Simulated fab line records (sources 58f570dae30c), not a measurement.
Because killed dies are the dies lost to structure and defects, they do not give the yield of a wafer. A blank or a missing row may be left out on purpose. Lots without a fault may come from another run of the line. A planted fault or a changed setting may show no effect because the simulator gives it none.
What tool caused it?	flow berkeley-cmos170	route of 331 steps, sampled at 1 step: 13 lots, 38 wafers

== WHAT THE GAUGES READ, wafer by wafer ==
UCB170_GATE_CD_MEAS_90 targets a cd of 350 nm.
lot	measured	on	cd-nm (nm)
L151	day 6 21:39	cd-sem-01	352.2 352.1 351.6
L153	day 7 16:46	cd-sem-02	349.9 351.2 350.0
L155	day 8 05:34	cd-sem-02	350.1 348.2 348.6
L152	day 8 06:08	cd-sem-02	348.9 348.6 349.1
L156	day 8 11:39	cd-sem-02	351.9 348.3 348.7
L158	day 8 12:07	cd-sem-02	349.7 351.8 351.2
L159	day 8 19:29	cd-sem-01	351.9 350.2 350.2
L160	day 9 05:17	cd-sem-02	350.9 349.1 351.0
L163	day 9 15:19	cd-sem-01	351.5 349.7 350.5
L169	day 10 22:31	cd-sem-01	353.7 352.9 352.4
L172	day 12 11:21	cd-sem-01	353.0 351.4
L174	day 13 02:43	cd-sem-02	348.5 348.2 348.8
L173	day 13 03:14	cd-sem-01	350.6 351.8 350.7

== EACH LOT AND THE TOOL THAT RAN IT (in order: tool; ch and the chambers of the sampled wafers; start) ==
There is no process step in the record ahead of these readings.

== WHAT THE TOOLS THEMSELVES READ (means of the sampled wafers that have a number; where no wafer has one, the mark that the record gives instead) ==
The record holds no such reading with a usual standard deviation.

== THE ANSWER, worked out from the rows above alone ==
Rule: the lots themselves supply what counts as usual. Put in order of their means at a reading, lots are off if they are a third of the lots or fewer, leave a main group of 4 or more, and stand apart from it by a gap of 3 or more times the standard deviation of the main group's means; of several such gaps the widest counts. A main group is skipped when, at the precision printed for the reading in the tables above, its means are all equal. A lot without any number at a reading at which 4 lots or more have one is off too. All remaining lots with rows at the step are treated as sound. After the gauges, taken in route order, come the tools' own readings; for these a lot's mean is taken, as printed above. At the first step where some lot is off, the reading lying furthest off is the one used; lots without a number count as furthest.
None of the lots is off at any reading shown; this tells nothing.

== WHAT HAD BEEN PUT IN BY THE SIMULATOR ==
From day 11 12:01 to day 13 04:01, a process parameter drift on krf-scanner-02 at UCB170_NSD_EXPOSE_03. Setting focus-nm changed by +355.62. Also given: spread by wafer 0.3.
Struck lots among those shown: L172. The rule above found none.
